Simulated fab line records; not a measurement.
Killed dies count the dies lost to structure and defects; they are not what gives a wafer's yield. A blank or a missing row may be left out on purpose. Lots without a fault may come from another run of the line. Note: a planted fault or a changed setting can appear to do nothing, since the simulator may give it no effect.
What tool caused it? :: flow berkeley_cmos170 :: 14 lots with 42 wafers sampled at 7 steps, on a route of 331 steps

== WHAT THE GAUGES READ, wafer by wafer ==
UCB170_SDANNEAL_RS_MEAS_02: uses a four-point probe to measure.
lot: L426
measured: day 6 17:40
on: film_metro-01
PSD_RS (ohm/sq): 75.2 75.5 75.0

lot: L425
measured: day 6 18:02
on: film_metro-04
PSD_RS (ohm/sq): 75.9 75.7 75.6

lot: L428
measured: day 6 20:58
on: film_metro-04
PSD_RS (ohm/sq): 76.3 76.1 76.2

lot: L427
measured: day 6 20:13
on: film_metro-01
PSD_RS (ohm/sq): 75.4 75.3 75.3

lot: L429
measured: day 7 07:57
on: film_metro-01
PSD_RS (ohm/sq): 75.2 74.9 75.1

lot: L431
measured: day 7 08:09
on: film_metro-04
PSD_RS (ohm/sq): 75.7 75.5 75.2

lot: L432
measured: day 7 20:55
on: film_metro-01
PSD_RS (ohm/sq): 75.1 75.4 75.4

lot: L435
measured: day 8 15:23
on: film_metro-01
PSD_RS (ohm/sq): 75.9 75.6 75.6

lot: L437
measured: day 9 02:24
on: film_metro-04
PSD_RS (ohm/sq): 75.9 75.6 75.8

lot: L441
measured: day 9 19:20
on: film_metro-04
PSD_RS (ohm/sq): 83.7 84.1 84.1

lot: L440
measured: day 9 19:58
on: film_metro-04
PSD_RS (ohm/sq): 84.3 84.1 84.0

lot: L445
measured: day 10 19:14
on: film_metro-01
PSD_RS (ohm/sq): 75.3 75.5 75.4

lot: L447
measured: day 10 23:10
on: film_metro-01
PSD_RS (ohm/sq): 74.9 74.8 74.8

lot: L448
measured: day 11 15:32
on: film_metro-04
PSD_RS (ohm/sq): 75.7 75.4 75.5

UCB170_SDANNEAL_RS_MEAS_03: uses a four-point probe to measure.
lot: L426
measured: day 6 17:47
on: film_metro-01
NSD_RS (ohm/sq): 37.23 37.17 37.32

lot: L425
measured: day 6 18:10
on: film_metro-04
NSD_RS (ohm/sq): 37.21 37.15 37.12

lot: L428
measured: day 6 21:05
on: film_metro-04
NSD_RS (ohm/sq): 37.43 37.28 37.30

lot: L427
measured: day 6 20:20
on: film_metro-01
NSD_RS (ohm/sq): 37.37 37.29 37.27

lot: L429
measured: day 7 08:04
on: film_metro-01
NSD_RS (ohm/sq): 37.14 37.22 37.26

lot: L431
measured: day 7 08:16
on: film_metro-04
NSD_RS (ohm/sq): 37.42 37.31 37.31

lot: L432
measured: day 7 21:02
on: film_metro-01
NSD_RS (ohm/sq): 37.25 37.13 37.20

lot: L435
measured: day 8 15:31
on: film_metro-01
NSD_RS (ohm/sq): 37.29 37.13 37.18

lot: L437
measured: day 9 02:31
on: film_metro-04
NSD_RS (ohm/sq): 37.36 37.27 37.43

lot: L441
measured: day 9 19:28
on: film_metro-04
NSD_RS (ohm/sq): 38.51 38.55 38.58

lot: L440
measured: day 9 20:05
on: film_metro-04
NSD_RS (ohm/sq): 38.35 38.42 38.42

lot: L445
measured: day 10 19:22
on: film_metro-01
NSD_RS (ohm/sq): 37.27 37.32 37.25

lot: L447
measured: day 10 23:17
on: film_metro-01
NSD_RS (ohm/sq): 37.34 37.34 37.16

lot: L448
measured: day 11 15:39
on: film_metro-04
NSD_RS (ohm/sq): 37.22 37.33 37.34

UCB170_SDANNEAL_RS_MEAS_04: uses a four-point probe to measure.
lot: L426
measured: day 6 17:54
on: film_metro-01
PLDD_RS (ohm/sq): 1031.3 1031.6 1029.4

lot: L425
measured: day 6 18:17
on: film_metro-04
PLDD_RS (ohm/sq): 1026.5 1031.1 1028.9

lot: L428
measured: day 6 21:13
on: film_metro-04
PLDD_RS (ohm/sq): 1028.9 1026.2 1028.2

lot: L427
measured: day 6 20:27
on: film_metro-01
PLDD_RS (ohm/sq): 1031.2 1031.4 1027.5

lot: L429
measured: day 7 08:11
on: film_metro-01
PLDD_RS (ohm/sq): 1029.9 1029.6 1026.4

lot: L431
measured: day 7 08:23
on: film_metro-04
PLDD_RS (ohm/sq): 1031.9 1027.2 1030.0

lot: L432
measured: day 7 21:10
on: film_metro-01
PLDD_RS (ohm/sq): 1028.2 1031.1 1028.2

lot: L435
measured: day 8 15:38
on: film_metro-01
PLDD_RS (ohm/sq): 1027.8 1030.4 1029.4

lot: L437
measured: day 9 02:38
on: film_metro-04
PLDD_RS (ohm/sq): 1028.9 1026.1 1031.0

lot: L441
measured: day 9 19:35
on: film_metro-04
PLDD_RS (ohm/sq): 1044.3 1042.3 1043.6

lot: L440
measured: day 9 20:13
on: film_metro-04
PLDD_RS (ohm/sq): 1041.9 1043.5 1041.0

lot: L445
measured: day 10 19:29
on: film_metro-01
PLDD_RS (ohm/sq): 1026.3 1026.4 1026.4

lot: L447
measured: day 10 23:24
on: film_metro-01
PLDD_RS (ohm/sq): 1029.6 1029.2 1030.2

lot: L448
measured: day 11 15:46
on: film_metro-04
PLDD_RS (ohm/sq): 1031.3 1031.0 1031.3

UCB170_V2_BOW_MEAS_03.
lot: L426
measured: day 7 14:01
on: film_metro-04
V2_BOW (um): 36 25 36

lot: L425
measured: day 7 14:46
on: film_metro-02
V2_BOW (um): 34 33 41

lot: L428
measured: day 7 14:57
on: film_metro-01
V2_BOW (um): 34 42 30

lot: L427
measured: day 7 14:39
on: film_metro-01
V2_BOW (um): 30 37 34

lot: L429
measured: day 8 05:14
on: film_metro-04
V2_BOW (um): 32 34 37

lot: L431
measured: day 8 04:49
on: film_metro-01
V2_BOW (um): 46 43 59

lot: L432
measured: day 8 15:29
on: film_metro-04
V2_BOW (um): 48 26 44

lot: L435
measured: day 9 10:07
on: film_metro-01
V2_BOW (um): 46 46 50

lot: L437
measured: day 9 20:58
on: film_metro-01
V2_BOW (um): 33 27 27

lot: L441
measured: day 10 16:46
on: film_metro-02
V2_BOW (um): 27 40 41

lot: L440
measured: day 10 14:47
on: film_metro-01
V2_BOW (um): 44 40 46

lot: L445
measured: day 11 14:44
on: film_metro-02
V2_BOW (um): 39 23 37

lot: L447
measured: day 12 03:00
on: film_metro-02
V2_BOW (um): 26 31 35

lot: L448
measured: day 12 13:08
on: film_metro-04
V2_BOW (um): 33 31 31

UCB170_M3_RS_MEAS_02: uses a four-point probe to measure.
lot: L426
measured: day 7 16:08
on: film_metro-04
M3_AL_RS (ohm/sq): 0.0321 0.0326 0.0318

lot: L425
measured: day 7 17:04
on: film_metro-03
M3_AL_RS (ohm/sq): 0.0327 0.0326 0.0325

lot: L428
measured: day 7 17:20
on: film_metro-04
M3_AL_RS (ohm/sq): 0.0327 0.0320 0.0318

lot: L427
measured: day 7 16:53
on: film_metro-01
M3_AL_RS (ohm/sq): 0.0319 0.0319 0.0320

lot: L429
measured: day 8 08:14
on: film_metro-04
M3_AL_RS (ohm/sq): 0.0320 0.0320 0.0322

lot: L431
measured: day 8 07:07
on: film_metro-03
M3_AL_RS (ohm/sq): 0.0321 0.0324 0.0321

lot: L432
measured: day 8 17:31
on: film_metro-01
M3_AL_RS (ohm/sq): 0.0319 0.0318 0.0321

lot: L435
measured: day 9 12:08
on: film_metro-01
M3_AL_RS (ohm/sq): 0.0328 0.0328 0.0330

lot: L437
measured: day 9 23:10
on: film_metro-04
M3_AL_RS (ohm/sq): 0.0317 0.0317 0.0320

lot: L441
measured: day 10 18:42
on: film_metro-03
M3_AL_RS (ohm/sq): 0.0321 0.0319 0.0321

lot: L440
measured: day 10 17:35
on: film_metro-03
M3_AL_RS (ohm/sq): 0.0323 0.0321 0.0317

lot: L445
measured: day 11 16:40
on: film_metro-01
M3_AL_RS (ohm/sq): 0.0315 0.0319 0.0317

lot: L447
measured: day 12 04:58
on: film_metro-04
M3_AL_RS (ohm/sq): 0.0324 0.0317 0.0324

lot: L448
measured: day 12 15:24
on: film_metro-03
M3_AL_RS (ohm/sq): 0.0315 0.0315 0.0318

== EACH LOT AND THE TOOL THAT RAN IT (in order: tool; ch and the chambers of the sampled wafers; start) ==
lot: L426
UCB170_PWELL_ETCH_14: rie_diel-01 ch 2,3, day 3 05:35
UCB170_SDANNEAL_RTA_01: rtp_anneal-01 ch 0, day 6 17:35

lot: L425
UCB170_PWELL_ETCH_14: rie_diel-02 ch 2,3, day 3 05:53
UCB170_SDANNEAL_RTA_01: rtp_anneal-02 ch 0, day 6 17:59

lot: L428
UCB170_PWELL_ETCH_14: rie_diel-02 ch 1,3, day 3 15:19
UCB170_SDANNEAL_RTA_01: rtp_anneal-02 ch 0, day 6 20:55

lot: L427
UCB170_PWELL_ETCH_14: rie_diel-04 ch 0,1,3, day 3 15:40
UCB170_SDANNEAL_RTA_01: rtp_anneal-01 ch 0, day 6 20:09

lot: L429
UCB170_PWELL_ETCH_14: rie_diel-02 ch 0,1,2, day 3 22:48
UCB170_SDANNEAL_RTA_01: rtp_anneal-02 ch 0, day 7 07:50

lot: L431
UCB170_PWELL_ETCH_14: rie_diel-01 ch 1,2,3, day 4 01:53
UCB170_SDANNEAL_RTA_01: rtp_anneal-01 ch 0, day 7 08:05

lot: L432
UCB170_PWELL_ETCH_14: rie_diel-01 ch 1,2,3, day 4 12:05
UCB170_SDANNEAL_RTA_01: rtp_anneal-01 ch 0, day 7 20:52

lot: L435
UCB170_PWELL_ETCH_14: rie_diel-02 ch 0,2,3, day 5 03:11
UCB170_SDANNEAL_RTA_01: rtp_anneal-01 ch 0, day 8 15:20

lot: L437
UCB170_PWELL_ETCH_14: rie_diel-01 ch 1,2,3, day 5 14:11
UCB170_SDANNEAL_RTA_01: rtp_anneal-01 ch 0, day 9 02:20

lot: L441
UCB170_PWELL_ETCH_14: rie_diel-01 ch 0,2,3, day 5 21:52
UCB170_SDANNEAL_RTA_01: rtp_anneal-01 ch 0, day 9 19:16

lot: L440
UCB170_PWELL_ETCH_14: rie_diel-04 ch 0,1,3, day 5 22:29
UCB170_SDANNEAL_RTA_01: rtp_anneal-01 ch 0, day 9 19:54

lot: L445
UCB170_PWELL_ETCH_14: rie_diel-02 ch 1,3, day 7 04:38
UCB170_SDANNEAL_RTA_01: rtp_anneal-02 ch 0, day 10 19:11

lot: L447
UCB170_PWELL_ETCH_14: rie_diel-01 ch 0,1,3, day 7 11:34
UCB170_SDANNEAL_RTA_01: rtp_anneal-02 ch 0, day 10 23:07

lot: L448
UCB170_PWELL_ETCH_14: rie_diel-04 ch 0,1, day 8 00:31
UCB170_SDANNEAL_RTA_01: rtp_anneal-02 ch 0, day 11 15:28
- UCB170_PWELL_ETCH_14: etches Si3N4 in CH3F/Ar/O2, stops on SiO2, target depth 242 nm, time 151 s.
- UCB170_SDANNEAL_RTA_01: time 5 s.

== WHAT THE TOOLS THEMSELVES READ (means of the sampled wafers that have a number; where no wafer has one, the mark that the record gives instead) ==
UCB170_PWELL_ETCH_14.
lot: L426
tool: rie_diel-01
drypump_motor_current_A (A): 5.3
oes_product_au (a.u.): 0.958
throttle_valve_pct (%): 8.02

lot: L425
tool: rie_diel-02
drypump_motor_current_A (A): 5.8
oes_product_au (a.u.): 0.947
throttle_valve_pct (%): 7.99

lot: L428
tool: rie_diel-02
drypump_motor_current_A (A): 5.7
oes_product_au (a.u.): 0.945
throttle_valve_pct (%): 8.00

lot: L427
tool: rie_diel-04
drypump_motor_current_A (A): 6.1
oes_product_au (a.u.): 0.939
throttle_valve_pct (%): 8.03

lot: L429
tool: rie_diel-02
drypump_motor_current_A (A): 5.7
oes_product_au (a.u.): 0.934
throttle_valve_pct (%): 7.87

lot: L431
tool: rie_diel-01
drypump_motor_current_A (A): 5.7
oes_product_au (a.u.): 0.948
throttle_valve_pct (%): 8.01

lot: L432
tool: rie_diel-01
drypump_motor_current_A (A): 5.7
oes_product_au (a.u.): 0.941
throttle_valve_pct (%): 8.00

lot: L435
tool: rie_diel-02
drypump_motor_current_A (A): 5.8
oes_product_au (a.u.): 0.949
throttle_valve_pct (%): 7.98

lot: L437
tool: rie_diel-01
drypump_motor_current_A (A): 5.7
oes_product_au (a.u.): 0.943
throttle_valve_pct (%): 8.00

lot: L441
tool: rie_diel-01
drypump_motor_current_A (A): 5.2
oes_product_au (a.u.): 0.944
throttle_valve_pct (%): 8.02

lot: L440
tool: rie_diel-04
drypump_motor_current_A (A): 6.0
oes_product_au (a.u.): 0.943
throttle_valve_pct (%): 8.04

lot: L445
tool: rie_diel-02
drypump_motor_current_A (A): 5.7
oes_product_au (a.u.): 0.920
throttle_valve_pct (%): 7.89

lot: L447
tool: rie_diel-01
drypump_motor_current_A (A): 5.8
oes_product_au (a.u.): 0.942
throttle_valve_pct (%): 8.01

lot: L448
tool: rie_diel-04
drypump_motor_current_A (A): 6.0
oes_product_au (a.u.): 0.930
throttle_valve_pct (%): 8.00

UCB170_SDANNEAL_RTA_01.
lot: L426
tool: rtp_anneal-01
anneal_temp_c_max: 1054.4
lamp_power_pct (%): 36.8
wafer_temp_C_max: 1056.4

lot: L425
tool: rtp_anneal-02
anneal_temp_c_max: 1053.4
lamp_power_pct (%): 39.3
wafer_temp_C_max: 1053.2

lot: L428
tool: rtp_anneal-02
anneal_temp_c_max: 1053.7
lamp_power_pct (%): 39.3
wafer_temp_C_max: 1053.1

lot: L427
tool: rtp_anneal-01
anneal_temp_c_max: 1055.4
lamp_power_pct (%): 36.9
wafer_temp_C_max: 1056.0

lot: L429
tool: rtp_anneal-02
anneal_temp_c_max: 1053.9
lamp_power_pct (%): 39.3
wafer_temp_C_max: 1052.4

lot: L431
tool: rtp_anneal-01
anneal_temp_c_max: 1055.3
lamp_power_pct (%): 36.8
wafer_temp_C_max: 1055.4

lot: L432
tool: rtp_anneal-01
anneal_temp_c_max: 1055.5
lamp_power_pct (%): 36.9
wafer_temp_C_max: 1055.9

lot: L435
tool: rtp_anneal-01
anneal_temp_c_max: 1054.0
lamp_power_pct (%): 36.8
wafer_temp_C_max: 1058.7

lot: L437
tool: rtp_anneal-01
anneal_temp_c_max: 1054.5
lamp_power_pct (%): 36.8
wafer_temp_C_max: 1057.0

lot: L441
tool: rtp_anneal-01
anneal_temp_c_max: 1054.1
lamp_power_pct (%): 35.3
wafer_temp_C_max: 1056.7

lot: L440
tool: rtp_anneal-01
anneal_temp_c_max: 1055.5
lamp_power_pct (%): 35.3
wafer_temp_C_max: 1056.9

lot: L445
tool: rtp_anneal-02
anneal_temp_c_max: 1053.8
lamp_power_pct (%): 39.3
wafer_temp_C_max: 1052.9

lot: L447
tool: rtp_anneal-02
anneal_temp_c_max: 1054.6
lamp_power_pct (%): 39.3
wafer_temp_C_max: 1052.6

lot: L448
tool: rtp_anneal-02
anneal_temp_c_max: 1054.5
lamp_power_pct (%): 39.3
wafer_temp_C_max: 1052.6

== THE ANSWER, worked out from the rows above alone ==
Rule: the usual values come from the lots themselves. The widest of any qualifying gaps counts: lots, ordered by their means at a reading, are off when they make up no more than a third of the lots, leave a main group of 4 or more, and stand apart from it by 3 or more times the standard deviation of that group's means. A main group is skipped when, at the precision printed for the reading in the tables above, its means are all equal. Also off: a lot with no number at a reading for which 4 or more lots have one. Any other lot the step has rows for is counted as sound. Order of review: gauges by route order, followed by the tools' own readings, for which a lot's mean as printed above is used. At the first step where some lot is off, the reading lying furthest off is the one used; lots without a number count as furthest.
Off: L441, L440, at UCB170_SDANNEAL_RS_MEAS_02 (PSD_RS). Main group: mean 75.5 ohm/sq, sd 0.34.
A tool fits if, at a process step before that reading, it ran every lot that is off, and no sound lot after the first of them. Those tools and the gauges at UCB170_SDANNEAL_RS_MEAS_02 are tried in the same way. One fits: UCB170_SDANNEAL_RTA_01 on rtp_anneal-01. Its last sound lot is L437 (day 9 02:20), its first lot that is off L441 (day 9 19:16): a fault that began between those two fits.

== WHAT THE SIMULATOR HAD PUT IN ==
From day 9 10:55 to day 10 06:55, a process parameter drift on rtp_anneal-01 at UCB170_SDANNEAL_RTA_01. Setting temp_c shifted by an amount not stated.
Lots struck among those shown: L441, L440. The rule above found the same.
